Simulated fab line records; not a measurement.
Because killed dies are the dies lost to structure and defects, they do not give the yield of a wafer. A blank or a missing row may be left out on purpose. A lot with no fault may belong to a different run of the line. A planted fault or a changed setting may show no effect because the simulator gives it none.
Struck lot and sound lot, side by side / flow berkeley-cmos170 / 43 out of 331 route steps
Sound: these wafers, L134.2, L134.3, L134.5. Wafers L143.3, L143.4, L143.6 were the ones struck. At the end, the cause is stated.
At each step with rows: each side's tool, then ch and its chambers, then its first start. Under that, the readings that differ: sound wafers / struck wafers / difference of the means / sigmas: that difference in standard deviations of wafers without a fault.
alike: a reading whose means differ by less than 2 such deviations, as well as words and numbers matching on both sides. not compared: withheld readings; readings where some wafer has no value; bounds like >300 that might hide an equal value; numbers whose values overlap and for which the record gives no deviation.
The two part at a step that has a row with sigmas, a row that says differs or no value, or rows on one side only. Numbers that have no deviation but don't overlap get no sigmas and don't part them. A reading missing from all wafers of one side parts the sides only when that side holds two or more wafers.

first, 1 step without rows for these wafers: UCB170_PLDD_IMPLANT_09.
UCB170_PLDD_STRIP_10: strips in O2.
  sound on plasma-asher-03 ch 0,1, day 7 09:11; struck on plasma-asher-02 ch 0,1, day 8 16:02
reading=strip-time-to-endpoint-s (s); sound=21.88 21.83 21.84; struck=21.67 21.66 21.63; difference=-0.20; sigmas=-3
  alike: drypump-motor-current-A, oes-product-au
  not compared: rf-hours-counter-h
UCB170_PLDD_TW_MEAS_11:
  sound on film-metro-04 at day 7 09:17; struck on film-metro-01 at day 8 16:08
  alike: PLDD_TW
then, 7 steps without rows for these wafers: UCB170_PLDD_CLEAN_12 (cleans in SPM, time 600 s); UCB170_NLDD_HMDS_00 (prime time 60 s); UCB170_NLDD_COAT_01 (resist thk 900 nm); UCB170_NLDD_SOFTBAKE_02 (time 60 s); UCB170_NLDD_EXPOSE_03 (exposes mask NSELECT, target cd 1200 nm); UCB170_NLDD_PEB_04; UCB170_NLDD_DEVELOP_05 (develop time 45 s).
UCB170_NLDD_CD_MEAS_06 targets a cd of 1200 nm.
  sound on cd-sem-02 at day 7 13:12; struck on cd-sem-01 at day 8 18:24
  alike: cd-nm
UCB170_NLDD_OVL_MEAS_07:
  sound on overlay-02 at day 7 13:18; struck on overlay-02 at day 8 18:29
  alike: NLDD_OVL
UCB170_NLDD_IMPLANT_08:
  sound on implanter-02 ch 0, day 7 13:22; struck on implanter-01 ch 0, day 8 18:34
reading=dose-ions-cm2; sound=4.996e+13 5.006e+13 4.995e+13; struck=2.216e+13 2.22e+13 2.225e+13; difference=-2.779e+13; sigmas=-99 or more
reading=faraday-current-uA; sound=161 159 163; struck=71 70 71; difference=-90; sigmas=-28
then, 1 step without rows for these wafers: UCB170_NLDD_IMPLANT_09.
UCB170_NLDD_STRIP_10: strips in O2.
  sound on plasma-asher-03 ch 0, day 7 13:38; struck on plasma-asher-03 ch 0,1, day 8 18:51
  alike: drypump-motor-current-A, oes-product-au, strip-time-to-endpoint-s
  not compared: rf-hours-counter-h
UCB170_NLDD_TW_MEAS_11:
  sound on film-metro-04 at day 7 13:44; struck on film-metro-01 at day 8 19:10
reading=NLDD_TW; sound=2266 2244 2251; struck=2036 2040 2032; difference=-218; sigmas=-17
  not compared: hold
UCB170_SPACER_CVD_00: deposits SiO2 from TEOS/O2, target thk 376 nm, time 45.04 s.
  sound on pecvd-02 ch 0,1,2, day 7 14:08; struck on pecvd-03 ch 1,2, day 8 22:10
  alike: heater-power-w
UCB170_SPACER_THK_MEAS_01:
  sound on film-metro-01 at day 7 14:11; struck on film-metro-02 at day 8 22:14
  alike: SPACER_TEOS_THK
then, 1 step without rows for these wafers: UCB170_SPACER_ANNEAL_02 (time 1800 s).
UCB170_SPACER_ETCHBACK_03: etches SiO2 in CHF3/CF4/Ar, stops on Si, target depth 376 nm, time 100 s.
  sound on rie-diel-04 ch 0,2, day 7 16:37; struck on rie-diel-02 ch 1,3, day 8 23:47
  alike: drypump-motor-current-A, oes-product-au, throttle-valve-pct
  not compared: rf-hours-counter-h
then, 6 steps without rows for these wafers: UCB170_PSD_HMDS_00 (prime time 60 s); UCB170_PSD_COAT_01 (resist thk 900 nm); UCB170_PSD_SOFTBAKE_02 (time 60 s); UCB170_PSD_EXPOSE_03 (exposes mask PSELECT MOD, target cd 1200 nm); UCB170_PSD_PEB_04; UCB170_PSD_DEVELOP_05 (develop time 45 s).
UCB170_PSD_CD_MEAS_06 targets a cd of 1200 nm.
  sound on cd-sem-01 at day 7 18:58; struck on cd-sem-02 at day 9 00:45
  alike: cd-nm
UCB170_PSD_OVL_MEAS_07:
  sound on overlay-02 at day 7 19:05; struck on overlay-02 at day 9 00:51
  alike: PSD_OVL
then, 1 step without rows for these wafers: UCB170_PSD_IMPLANT_08.
UCB170_PSD_STRIP_09: strips in O2.
  sound on plasma-asher-01 ch 0,1, day 7 19:16; struck on plasma-asher-01 ch 0,1, day 9 01:03
  alike: drypump-motor-current-A, oes-product-au, strip-time-to-endpoint-s
  not compared: rf-hours-counter-h
UCB170_PSD_TW_MEAS_10:
  sound on film-metro-01 at day 7 19:22; struck on film-metro-03 at day 9 01:08
  alike: PSD_TW
then, 7 steps without rows for these wafers: UCB170_PSD_CLEAN_11 (cleans in SPM, time 600 s); UCB170_NSD_HMDS_00 (prime time 60 s); UCB170_NSD_COAT_01 (resist thk 900 nm); UCB170_NSD_SOFTBAKE_02 (time 60 s); UCB170_NSD_EXPOSE_03 (exposes mask NSELECT MOD, target cd 1200 nm); UCB170_NSD_PEB_04; UCB170_NSD_DEVELOP_05 (develop time 45 s).
UCB170_NSD_CD_MEAS_06 targets a cd of 1200 nm.
  sound on cd-sem-02 at day 7 21:11; struck on cd-sem-01 at day 9 04:01
  alike: cd-nm
UCB170_NSD_OVL_MEAS_07:
  sound on overlay-01 at day 7 21:17; struck on overlay-02 at day 9 04:06
  alike: NSD_OVL
then, 1 step without rows for these wafers: UCB170_NSD_IMPLANT_08.
UCB170_SDANNEAL_RS_MEAS_05: measurement is done with a four-point probe.
  sound on film-metro-04 at day 7 23:10; struck on film-metro-01 at day 9 08:55
reading=NLDD_RS (ohm/sq); sound=614.8 614.9 615.9; struck=766.0 765.3 764.2; difference=+150.0; sigmas=+99 or more
  not compared: hold
UCB170_M3_PROBE_99:
  the record has rows for the sound wafers here (prober-01, day 9 08:48) and none for the struck ones

## WHERE THEY PART
Last at UCB170_M3_PROBE_99 as far as this record goes, first at UCB170_PLDD_STRIP_10.

WHY: what had been put in by the simulator
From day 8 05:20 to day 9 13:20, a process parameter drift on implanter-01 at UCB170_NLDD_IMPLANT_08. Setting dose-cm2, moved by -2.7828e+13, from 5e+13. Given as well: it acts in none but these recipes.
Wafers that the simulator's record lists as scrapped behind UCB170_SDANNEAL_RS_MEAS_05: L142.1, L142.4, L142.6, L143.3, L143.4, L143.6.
